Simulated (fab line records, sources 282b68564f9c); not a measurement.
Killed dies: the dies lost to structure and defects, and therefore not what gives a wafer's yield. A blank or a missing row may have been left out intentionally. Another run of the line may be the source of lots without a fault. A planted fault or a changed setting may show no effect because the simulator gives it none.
Struck lot and sound lot, side by side :: flow rit cmos :: 17 steps out of a route of 202
Sound: the wafers L161.4, L161.5, L161.6. Wafers struck: L170.1, L170.3, L170.6. At the end, the cause is stated.
At each step with rows: each side's tool, then ch and its chambers, then its first start. Under that, the readings that differ: sound wafers :: struck wafers :: difference of the means :: sigmas: that difference in standard deviations of wafers without a fault.
alike: a reading whose means differ by less than 2 such deviations, as well as words and numbers matching on both sides. not compared: withheld readings; readings where some wafer has no value; bounds like >300 that might hide an equal value; numbers whose values overlap and for which the record gives no deviation.
Wherever a step has rows on one side only, a row that says differs or no value, or a row with sigmas, the two part there. Non-overlapping numbers with no deviation appear without sigmas and do not part them. A reading missing from all wafers of one side parts the sides only when that side holds two or more wafers.

first, 2 steps without rows for these wafers: RIT_NRETRO_HARDBAKE_07 (time 120 s); RIT_NRETRO_IMPLANT_08.
RIT_NRETRO_STRIP_09: strips in O2, time 180 s.
  sound on plasma asher-04 ch 0,1, day 2 17:26; struck on plasma asher-01 ch 0,1, day 4 15:10
  alike: drypump motor current A
  not compared: rf hours counter h
RIT_NRETRO_TW_MEAS_10:
  sound on film metro-03 at day 2 17:35; struck on film metro-03 at day 4 15:20
  alike: NRETRO_TW
then, 6 steps without rows for these wafers: RIT_PRETRO_HMDS_00 (prime time 60 s); RIT_PRETRO_COAT_01 (resist thk 1300 nm); RIT_PRETRO_SOFTBAKE_02 (time 60 s); RIT_PRETRO_EXPOSE_03 (exposes mask M5, target cd 43700 nm); RIT_PRETRO_PEB_04; RIT_PRETRO_DEVELOP_05 (develop time 68 s).
RIT_PRETRO_OVL_MEAS_06:
  sound on overlay-02 at day 2 18:30; struck on overlay-01 at day 4 16:16
  alike: PRETRO_OVL
then, 1 step without rows for these wafers: RIT_PRETRO_HARDBAKE_07 (time 120 s).
RIT_PRETRO_IMPLANT_08:
  sound on implanter-04 ch 0, day 2 18:51; struck on implanter-04 ch 0, day 4 16:34
reading: dose ions cm2
sound: 1.1992e+13 1.1992e+13 1.2019e+13
struck: 9.951e+12 9.95e+12 9.976e+12
difference: -2.042e+12
sigmas: -99 or more

reading: faraday current uA
sound: 38.8 38.6 37.6
struck: 31.6 31.2 30.7
difference: -7.2
sigmas: -10
  alike: beam energy keV
RIT_PRETRO_STRIP_09: strips in O2, time 180 s.
  sound on plasma asher-04 ch 0,1, day 2 18:59; struck on plasma asher-04 ch 0,1, day 4 16:43
  alike: drypump motor current A
  not compared: rf hours counter h
RIT_PRETRO_TW_MEAS_10:
  sound on film metro-02 at day 2 19:08; struck on film metro-02 at day 4 16:53
reading: PRETRO_TW
sound: 483 483 485
struck: 455 457 458
difference: -27
sigmas: -7
then, 1 step without rows for these wafers: RIT_GATE_WET_ETCH_00 (etches SiO2 in BOE, target depth 56 nm, time 60 s).
RIT_M1_PROBE_99:
  sound on prober-01 at day 3 21:46; struck on prober-02 at day 5 23:51
reading: model.etest.nmos turned.drive ua um
sound: 317.5 317.1 318
struck: 355.4 352.4 340.3
difference: +31.8
sigmas: 

reading: model.etest.nmos_0p3.drive ua um
sound: 227.9 229.3 224.9
struck: 240.1 243.3 234.6
difference: +12.0
sigmas: 

reading: model.etest.nmos narrow.drive ua um
sound: 227.8 230 224.9
struck: 239.4 238.5 231.7
difference: +9.0
sigmas: 

reading: model.etest.gate end array.leak log10 a um
sound: -13.06 -12.81 -12.86
struck: -12.74 -12.7 -12.61
difference: +0.23
sigmas: 

reading: model.etest.nmos_0p3.off log10 a um
sound: -13.16 -13.11 -13.14
struck: -12.93 -12.82 -12.79
difference: +0.29
sigmas: 
  alike: killed at front end, killed dies, killed on rim, killed open, killed short
  not compared: model.etest.nmos_0p3.r on ohm um, model.etest.nmos_0p15.off log10 a um, model.etest.retro edge nmos.off log10 a um

== WHERE THEY PART ==
First at RIT_PRETRO_IMPLANT_08; last, within this record, at RIT_PRETRO_TW_MEAS_10. Later steps at which nothing parts them and some readings are alike: RIT_M1_PROBE_99.

WHY: what the simulator had put in
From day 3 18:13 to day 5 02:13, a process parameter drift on implanter-04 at RIT_PRETRO_IMPLANT_08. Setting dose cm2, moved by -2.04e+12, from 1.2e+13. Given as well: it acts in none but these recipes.
